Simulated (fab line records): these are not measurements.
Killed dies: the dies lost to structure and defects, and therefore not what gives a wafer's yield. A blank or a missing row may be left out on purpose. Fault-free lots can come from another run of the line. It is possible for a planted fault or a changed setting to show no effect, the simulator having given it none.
Which tool is to blame? || flow rit cmos || 15 lots with 45 wafers sampled at 2 steps, on a route of 202 steps

## WHAT EACH GAUGE READ, for each wafer
RIT_PWELL_TW_MEAS_10. Usual: PWELL_TW typically reads 958, with standard deviation 8.6.
{"lot": "L373", "measured": "day 2 04:06", "on": "film metro-03", "PWELL_TW": "940 945 945", "flag": ""}
{"lot": "L374", "measured": "day 2 09:20", "on": "film metro-04", "PWELL_TW": "974 968 967", "flag": ""}
{"lot": "L375", "measured": "day 2 13:44", "on": "film metro-01", "PWELL_TW": "966 969 972", "flag": ""}
{"lot": "L376", "measured": "day 2 19:02", "on": "film metro-03", "PWELL_TW": "948 946 947", "flag": ""}
{"lot": "L377", "measured": "day 2 23:41", "on": "film metro-04", "PWELL_TW": "962 958 962", "flag": ""}
{"lot": "L378", "measured": "day 3 04:28", "on": "film metro-04", "PWELL_TW": "965 962 960", "flag": ""}
{"lot": "L379", "measured": "day 3 10:16", "on": "film metro-04", "PWELL_TW": "30 30 30", "flag": "OFF"}
{"lot": "L380", "measured": "day 3 14:37", "on": "film metro-03", "PWELL_TW": "30 30 30", "flag": "OFF"}
{"lot": "L381", "measured": "day 3 20:47", "on": "film metro-04", "PWELL_TW": "31 30 30", "flag": "OFF"}
{"lot": "L384", "measured": "day 4 11:40", "on": "film metro-04", "PWELL_TW": "970 961 971", "flag": ""}
{"lot": "L388", "measured": "day 5 12:02", "on": "film metro-03", "PWELL_TW": "951 956 954", "flag": ""}
{"lot": "L391", "measured": "day 6 04:02", "on": "film metro-01", "PWELL_TW": "973 968 969", "flag": ""}
{"lot": "L392", "measured": "day 6 05:48", "on": "film metro-04", "PWELL_TW": "962 957 953", "flag": ""}
{"lot": "L394", "measured": "day 6 16:25", "on": "film metro-01", "PWELL_TW": "971 964 967", "flag": ""}
{"lot": "L395", "measured": "day 6 21:07", "on": "film metro-04", "PWELL_TW": "959 961 957", "flag": ""}

## EACH LOT AND THE TOOL THAT RAN IT (in order: tool; ch and the chambers of the sampled wafers; start)
{"lot": "L373", "RIT_NWELL_STRIP_09": "plasma asher-02 ch 1, day 2 02:10"}
{"lot": "L374", "RIT_NWELL_STRIP_09": "plasma asher-04 ch 0,1, day 2 07:29"}
{"lot": "L375", "RIT_NWELL_STRIP_09": "plasma asher-02 ch 0,1, day 2 12:00"}
{"lot": "L376", "RIT_NWELL_STRIP_09": "plasma asher-02 ch 0,1, day 2 17:03"}
{"lot": "L377", "RIT_NWELL_STRIP_09": "plasma asher-04 ch 0,1, day 2 21:49"}
{"lot": "L378", "RIT_NWELL_STRIP_09": "plasma asher-04 ch 0,1, day 3 02:37"}
{"lot": "L379", "RIT_NWELL_STRIP_09": "plasma asher-01 ch 0,1, day 3 08:27"}
{"lot": "L380", "RIT_NWELL_STRIP_09": "plasma asher-01 ch 0,1, day 3 12:53"}
{"lot": "L381", "RIT_NWELL_STRIP_09": "plasma asher-01 ch 0,1, day 3 19:04"}
{"lot": "L384", "RIT_NWELL_STRIP_09": "plasma asher-04 ch 0,1, day 4 09:52"}
{"lot": "L388", "RIT_NWELL_STRIP_09": "plasma asher-01 ch 0,1, day 5 10:18"}
{"lot": "L391", "RIT_NWELL_STRIP_09": "plasma asher-01 ch 0,1, day 6 02:19"}
{"lot": "L392", "RIT_NWELL_STRIP_09": "plasma asher-04 ch 0,1, day 6 03:59"}
{"lot": "L394", "RIT_NWELL_STRIP_09": "plasma asher-04 ch 0,1, day 6 14:34"}
{"lot": "L395", "RIT_NWELL_STRIP_09": "plasma asher-01 ch 0,1, day 6 19:19"}
- RIT_NWELL_STRIP_09: strips in O2, time 180 s.

## WHAT THE TOOLS THEMSELVES READ (means of the sampled wafers that have a number; where no wafer has one, the mark that the record gives instead)
RIT_NWELL_STRIP_09. Usual: chamber pressure mTorr 4000 mTorr, standard deviation 3.5; drypump motor current A 5.23 A, standard deviation 0.24.
{"lot": "L373", "tool": "plasma asher-02", "chamber pressure mTorr (mTorr)": 4001, "drypump motor current A (A)": 5.09, "flag": ""}
{"lot": "L374", "tool": "plasma asher-04", "chamber pressure mTorr (mTorr)": 3998, "drypump motor current A (A)": 5.01, "flag": ""}
{"lot": "L375", "tool": "plasma asher-02", "chamber pressure mTorr (mTorr)": 4002, "drypump motor current A (A)": 5.22, "flag": ""}
{"lot": "L376", "tool": "plasma asher-02", "chamber pressure mTorr (mTorr)": 4001, "drypump motor current A (A)": 5.39, "flag": ""}
{"lot": "L377", "tool": "plasma asher-04", "chamber pressure mTorr (mTorr)": 4004, "drypump motor current A (A)": 4.99, "flag": ""}
{"lot": "L378", "tool": "plasma asher-04", "chamber pressure mTorr (mTorr)": 3997, "drypump motor current A (A)": 5.03, "flag": ""}
{"lot": "L379", "tool": "plasma asher-01", "chamber pressure mTorr (mTorr)": "-", "drypump motor current A (A)": "-", "flag": "OFF"}
{"lot": "L380", "tool": "plasma asher-01", "chamber pressure mTorr (mTorr)": "-", "drypump motor current A (A)": "-", "flag": "OFF"}
{"lot": "L381", "tool": "plasma asher-01", "chamber pressure mTorr (mTorr)": "-", "drypump motor current A (A)": "-", "flag": "OFF"}
{"lot": "L384", "tool": "plasma asher-04", "chamber pressure mTorr (mTorr)": 4000, "drypump motor current A (A)": 4.95, "flag": ""}
{"lot": "L388", "tool": "plasma asher-01", "chamber pressure mTorr (mTorr)": 4001, "drypump motor current A (A)": 5.48, "flag": ""}
{"lot": "L391", "tool": "plasma asher-01", "chamber pressure mTorr (mTorr)": 4001, "drypump motor current A (A)": 5.48, "flag": ""}
{"lot": "L392", "tool": "plasma asher-04", "chamber pressure mTorr (mTorr)": 3998, "drypump motor current A (A)": 5.01, "flag": ""}
{"lot": "L394", "tool": "plasma asher-04", "chamber pressure mTorr (mTorr)": 4002, "drypump motor current A (A)": 4.95, "flag": ""}
{"lot": "L395", "tool": "plasma asher-01", "chamber pressure mTorr (mTorr)": 4001, "drypump motor current A (A)": 5.46, "flag": ""}

## THE ANSWER, worked out from the rows above alone
Rule: lot off if the mean of its wafers having a number is beyond 3 standard deviations from the usual mean. A lot without any number at a reading at which 4 lots or more have one is off too. The other lots that the step has rows for count as sound. After the gauges, taken in route order, come the tools' own readings; for these a lot's mean is taken, as printed above. At the first step where some lot is off, the reading lying furthest off is the one used; lots without a number count as furthest.
Off: L379, L380, L381, seen at RIT_PWELL_TW_MEAS_10 (PWELL_TW).
A tool fits if, at a process step before that reading, it ran every lot that is off, and no sound lot after the first of them. The gauges at RIT_PWELL_TW_MEAS_10 aren't tried: what is off there is off at RIT_NWELL_STRIP_09 too, on other tools, and a gauge's error can't cause that. No candidate that was tried fits.

## WHAT THE SIMULATOR PUT IN
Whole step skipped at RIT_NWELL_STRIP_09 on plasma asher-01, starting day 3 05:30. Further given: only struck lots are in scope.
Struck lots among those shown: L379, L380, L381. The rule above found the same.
